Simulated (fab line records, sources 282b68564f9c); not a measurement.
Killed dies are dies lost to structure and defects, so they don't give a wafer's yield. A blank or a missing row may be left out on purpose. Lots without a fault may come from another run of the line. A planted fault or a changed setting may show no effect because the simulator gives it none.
Which tool did it? | flow rit_cmos | 13 lots, 39 wafers sampled, at 2 steps of a route of 202

WHAT THE GAUGES READ, wafer by wafer
RIT_ACTIVE_THK_MEAS_04.
lot  | measured    | on            | ACTIVE_NITRIDE_THK (nm)
L636 | day 1 13:34 | film_metro-04 | 150.7 150.5 150.8
L637 | day 1 18:32 | film_metro-04 | 152.3 152.2 152.3
L639 | day 2 04:32 | film_metro-04 | 150.7 148.9 149.8
L640 | day 2 09:32 | film_metro-02 | 150.6 149.2 150.4
L644 | day 3 05:57 | film_metro-04 | 150.3 150.2 150.0
L649 | day 4 06:32 | film_metro-02 | 157.1 158.1 156.7
L650 | day 4 11:33 | film_metro-02 | 148.7 148.7 147.9
L653 | day 5 02:32 | film_metro-02 | 148.8 149.4 148.3
L654 | day 5 07:32 | film_metro-04 | 149.0 150.1 147.8
L655 | day 5 12:37 | film_metro-04 | 148.2 148.6 148.3
L656 | day 5 18:01 | film_metro-03 | 146.3 147.3 147.0
L658 | day 6 03:49 | film_metro-04 | 149.3 151.4 151.2
L659 | day 6 08:32 | film_metro-02 | 150.6 151.2 149.2

WHICH TOOL RAN EACH LOT (tool, then ch and the chambers of the sampled wafers, then the start)
lot  | RIT_ACTIVE_CVD_03
L636 | lpcvd-01 ch 0, day 1 12:07
L637 | lpcvd-02 ch 1, day 1 17:07
L639 | lpcvd-02 ch 1, day 2 03:07
L640 | lpcvd-02 ch 0, day 2 08:07
L644 | lpcvd-02 ch 0, day 3 04:32
L649 | lpcvd-01 ch 0, day 4 05:07
L650 | lpcvd-02 ch 0, day 4 10:08
L653 | lpcvd-02 ch 0, day 5 01:07
L654 | lpcvd-02 ch 0, day 5 06:07
L655 | lpcvd-02 ch 0, day 5 11:11
L656 | lpcvd-02 ch 0, day 5 16:36
L658 | lpcvd-02 ch 1, day 6 02:25
L659 | lpcvd-02 ch 1, day 6 07:07
- RIT_ACTIVE_CVD_03: deposits Si3N4 from SiH2Cl2/NH3, target thk 150 nm, time 1500 s.

WHAT THE TOOLS THEMSELVES READ (means of the sampled wafers that have a number; where no wafer has one, the mark that the record gives instead)
RIT_ACTIVE_CVD_03.
lot  | tool     | sih2cl2_flow_sccm (sccm) | zone_power_centre_pct (%)
L636 | lpcvd-01 | 60.00                    | 34.9
L637 | lpcvd-02 | 60.14                    | 35.7
L639 | lpcvd-02 | 60.33                    | 35.8
L640 | lpcvd-02 | 59.89                    | 40.0
L644 | lpcvd-02 | 60.14                    | 40.3
L649 | lpcvd-01 | 59.87                    | 35.7
L650 | lpcvd-02 | 59.88                    | 40.0
L653 | lpcvd-02 | 60.17                    | 40.6
L654 | lpcvd-02 | 59.76                    | 40.5
L655 | lpcvd-02 | 59.88                    | 40.0
L656 | lpcvd-02 | 59.82                    | 40.5
L658 | lpcvd-02 | 59.92                    | 36.0
L659 | lpcvd-02 | 60.15                    | 35.6

THE ANSWER, worked out from the rows above alone
Rule: what is usual is taken from the lots themselves. Put in order of their means at a reading, lots are off if they are a third of the lots or fewer, leave a main group of 4 or more, and stand apart from it by a gap of 3 or more times the standard deviation of the main group's means; of several such gaps the widest counts. A main group whose means are all the same, to the digits that the tables above print for the reading, isn't used. A lot without any number at a reading at which 4 lots or more have one is off too. The other lots that the step has rows for count as sound. The gauges are gone through in route order, then the tools' own readings, and for those a lot's mean is taken as printed above. The first step at which some lot is off is used, and at that step the reading that is off furthest; a lot without a number counts as furthest.
Off: L649, at RIT_ACTIVE_THK_MEAS_04 (ACTIVE_NITRIDE_THK). The main group: mean 149.6 nm, standard deviation 1.3.
A tool fits if, at a process step before that reading, it ran every lot that is off, and no sound lot after the first of them. The gauges at RIT_ACTIVE_THK_MEAS_04 are tried like those tools. One fits: lpcvd-01 at RIT_ACTIVE_CVD_03. Its last sound lot is L636 (day 1 12:07), its first lot that is off L649 (day 4 05:07): a fault that began between those two fits.

WHAT THE SIMULATOR HAD PUT IN
Process parameter drift: lpcvd-01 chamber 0, from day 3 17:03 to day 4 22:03, at RIT_ACTIVE_CVD_03. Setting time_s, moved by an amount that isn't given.
Lots struck among those shown: L649. The rule above found the same.
